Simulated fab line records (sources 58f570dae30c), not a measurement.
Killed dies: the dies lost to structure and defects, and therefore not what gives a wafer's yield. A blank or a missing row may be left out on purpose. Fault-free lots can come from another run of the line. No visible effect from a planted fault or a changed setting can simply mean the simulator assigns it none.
The tool behind it: which one? ; flow berkeleyCmos170 ; 13 lots with 39 wafers sampled at 6 steps, on a route of 331 steps

== WHAT THE GAUGES READ, wafer by wafer ==
UCB170_CONTACT_CD_MEAS_90 targets a cd of 700 nm.
lot;measured;on;cdNm (nm)
L741;day 7 08:56;cdSem-01;698.1 698.5 696.2
L743;day 7 19:00;cdSem-01;701.5 700.2 700.1
L742;day 7 23:49;cdSem-02;701.3 702.0 700.5
L745;day 8 07:58;cdSem-01;699.5 700.6 701.6
L744;day 8 08:41;cdSem-02;700.2 700.7 702.6
L747;day 9 01:08;cdSem-01;700.4 699.8 698.4
L748;day 9 03:56;cdSem-02;702.2 701.4 700.9
L749;day 9 08:41;cdSem-01;699.2 699.6 700.4
L753;day 9 09:45;cdSem-01;701.4 700.6 700.3
L758;day 10 06:28;cdSem-01;699.2 699.3 699.0
L757;day 10 09:00;cdSem-02;698.8 699.2 699.9
L759;day 10 14:23;cdSem-01;700.5 702.8 701.6
L763;day 11 11:07;cdSem-02;701.9 701.9 701.1

UCB170_M1_RS_MEAS_01: measurement is done with a four-point probe.
lot;measured;on;M1_AL_RS (ohm/sq)
L741;day 7 09:26;filmMetro-04;0.0487 0.0482 0.0482
L743;day 7 19:21;filmMetro-01;0.0489 0.0492 0.0487
L742;day 8 00:10;filmMetro-04;0.0485 0.0483 0.0488
L745;day 8 08:19;filmMetro-01;0.0487 0.0484 0.0485
L744;day 8 09:02;filmMetro-02;0.0480 0.0482 0.0481
L747;day 9 01:31;filmMetro-04;0.0479 0.0478 0.0481
L748;day 9 04:17;filmMetro-02;0.0485 0.0484 0.0487
L749;day 9 09:03;filmMetro-02;0.0486 0.0479 0.0482
L753;day 9 10:07;filmMetro-04;0.0495 0.0491 0.0498
L758;day 10 07:13;filmMetro-04;0.0476 0.0476 0.0478
L757;day 10 09:27;filmMetro-04;0.0495 0.0501 0.0503
L759;day 10 16:34;filmMetro-01;0.0486 0.0492 0.0494
L763;day 11 11:29;filmMetro-01;0.0479 0.0488 0.0490

UCB170_V1_CD_MEAS_12 targets a cd of 700 nm.
lot;measured;on;cdNm (nm)
L741;day 7 16:47;cdSem-02;700.2 700.9 698.8
L743;day 8 02:34;cdSem-02;698.6 698.3 698.8
L742;day 8 08:57;cdSem-01;701.3 702.8 700.1
L745;day 8 15:39;cdSem-02;699.0 699.9 700.3
L744;day 8 15:47;cdSem-01;701.4 701.2 700.1
L747;day 9 10:58;cdSem-01;700.4 699.8 698.4
L748;day 9 11:46;cdSem-01;701.5 700.9 700.2
L749;day 9 16:50;cdSem-01;702.1 700.9 701.7
L753;day 9 19:05;cdSem-02;703.7 702.6 703.8
L758;day 10 15:28;cdSem-02;699.8 699.2 700.1
L757;day 10 15:16;cdSem-02;701.9 702.0 702.0
L759;day 11 00:20;cdSem-01;700.1 699.0 698.6
L763;day 11 20:03;cdSem-01;701.8 702.3 701.1

UCB170_M3_RS_MEAS_02: measurement is done with a four-point probe.
lot;measured;on;M3_AL_RS (ohm/sq)
L741;day 7 23:34;filmMetro-01;0.0322 0.0322 0.0326
L743;day 8 11:05;filmMetro-02;0.0330 0.0331 0.0333
L742;day 8 16:47;filmMetro-04;0.0317 0.0317 0.0319
L745;day 8 23:13;filmMetro-02;0.0333 0.0329 0.0324
L744;day 8 23:24;filmMetro-01;0.0320 0.0321 0.0320
L747;day 9 19:04;filmMetro-04;0.0329 0.0326 0.0330
L748;day 9 19:31;filmMetro-02;0.0325 0.0325 0.0322
L749;day 10 01:23;filmMetro-02;0.0321 0.0322 0.0321
L753;day 10 03:56;filmMetro-02;0.0329 0.0323 0.0325
L758;day 10 21:52;filmMetro-04;0.0319 0.0320 0.0318
L757;day 10 21:36;filmMetro-04;0.0323 0.0376 0.0322 0.0324 0.0375 0.0323
L759;day 11 06:32;filmMetro-01;0.0322 0.0322 0.0320
L763;day 12 02:25;filmMetro-04;0.0322 0.0319 0.0318

UCB170_M3_THK_MEAS_03: measures by xrf.
lot;measured;on;M3_AL_THK (nm)
L741;day 7 23:41;filmMetro-01;900 904 888
L743;day 8 11:11;filmMetro-02;878 874 871
L742;day 8 16:55;filmMetro-04;914 912 909
L745;day 8 23:20;filmMetro-02;877 877 897
L744;day 8 23:31;filmMetro-01;905 901 908
L747;day 9 19:11;filmMetro-04;875 881 874
L748;day 9 19:38;filmMetro-02;899 893 906
L749;day 10 01:29;filmMetro-02;900 896 901
L753;day 10 04:03;filmMetro-02;879 898 887
L758;day 10 21:58;filmMetro-04;903 894 907
L757;day 11 03:37;filmMetro-04;889 763 886 880 761 883
L759;day 11 06:39;filmMetro-01;901 898 906
L763;day 12 02:31;filmMetro-04;898 908 906

== WHAT TOOL EACH LOT RAN ON (gives the tool, then ch and the chambers of the sampled wafers, and finally the start) ==
lot;UCB170_M3_SPUTTER_01
L741;pvdSputter-04, day 7 23:29
L743;pvdSputter-01, day 8 10:59
L742;pvdSputter-02, day 8 16:40
L745;pvdSputter-01, day 8 23:08
L744;pvdSputter-04, day 8 23:16
L747;pvdSputter-01, day 9 18:59
L748;pvdSputter-04, day 9 19:26
L749;pvdSputter-02, day 10 01:17
L753;pvdSputter-01, day 10 03:51
L758;pvdSputter-02, day 10 21:44
L757;pvdSputter-04, day 10 21:29
L759;pvdSputter-02, day 11 06:26
L763;pvdSputter-02, day 12 02:17
- UCB170_M3_SPUTTER_01: material Al, target thk 900 nm, time 120 s.

== AS READ BY THE TOOLS THEMSELVES (means over the sampled wafers that have a number; for cases with no such wafer, the mark the record gives instead) ==
UCB170_M3_SPUTTER_01.
lot;tool;cathodeDcPowerW (W);throttleValvePct (%)
L741;pvdSputter-04;5999.8;29.7
L743;pvdSputter-01;6000.3;29.6
L742;pvdSputter-02;5999.7;30.5
L745;pvdSputter-01;5999.6;30.1
L744;pvdSputter-04;6001.3;29.5
L747;pvdSputter-01;6000.2;30.0
L748;pvdSputter-04;5999.4;29.3
L749;pvdSputter-02;5998.6;30.6
L753;pvdSputter-01;6000.1;30.5
L758;pvdSputter-02;6001.1;31.2
L757;pvdSputter-04;5728.5;29.9
L759;pvdSputter-02;5999.5;29.6
L763;pvdSputter-02;6000.2;29.9

== THE ANSWER, worked out from the rows above alone ==
Rule: the usual values come from the lots themselves. The widest of any qualifying gaps counts: lots, ordered by their means at a reading, are off when they make up no more than a third of the lots, leave a main group of 4 or more, and stand apart from it by 3 or more times the standard deviation of that group's means. A main group is skipped when, at the precision printed for the reading in the tables above, its means are all equal. A lot without any number at a reading at which 4 lots or more have one is off too. Any other lot the step has rows for is counted as sound. First the gauges in route order, then the tools' own readings, where a lot's mean is used as printed above. The first step at which some lot is off is used, and at that step the reading that is off furthest; a lot without a number counts as furthest.
Off, at UCB170_M3_SPUTTER_01 on cathodeDcPowerW: L757. Main group: mean 6000.0 W, sd 0.7.
If a tool, at that step or one of the process steps before it, ran each lot that is off and ran no sound lot following the first of them, it fits. One fits: UCB170_M3_SPUTTER_01 on pvdSputter-04. Its last sound lot is L748 (day 9 19:26), its first lot that is off L757 (day 10 21:29): a fault that began between those two fits.
The tool's own readings at UCB170_M3_SPUTTER_01 bear it out: on the lots that are off they differ by more than 5 times the standard deviation of the sound lots' means. cathodeDcPowerW reads 5728.5 W there against 6000.0 W on the sound lots.

== WHAT WAS PUT IN BY THE SIMULATOR ==
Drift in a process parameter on pvdSputter-04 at UCB170_M3_SPUTTER_01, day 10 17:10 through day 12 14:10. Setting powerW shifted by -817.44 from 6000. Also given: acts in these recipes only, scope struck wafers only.
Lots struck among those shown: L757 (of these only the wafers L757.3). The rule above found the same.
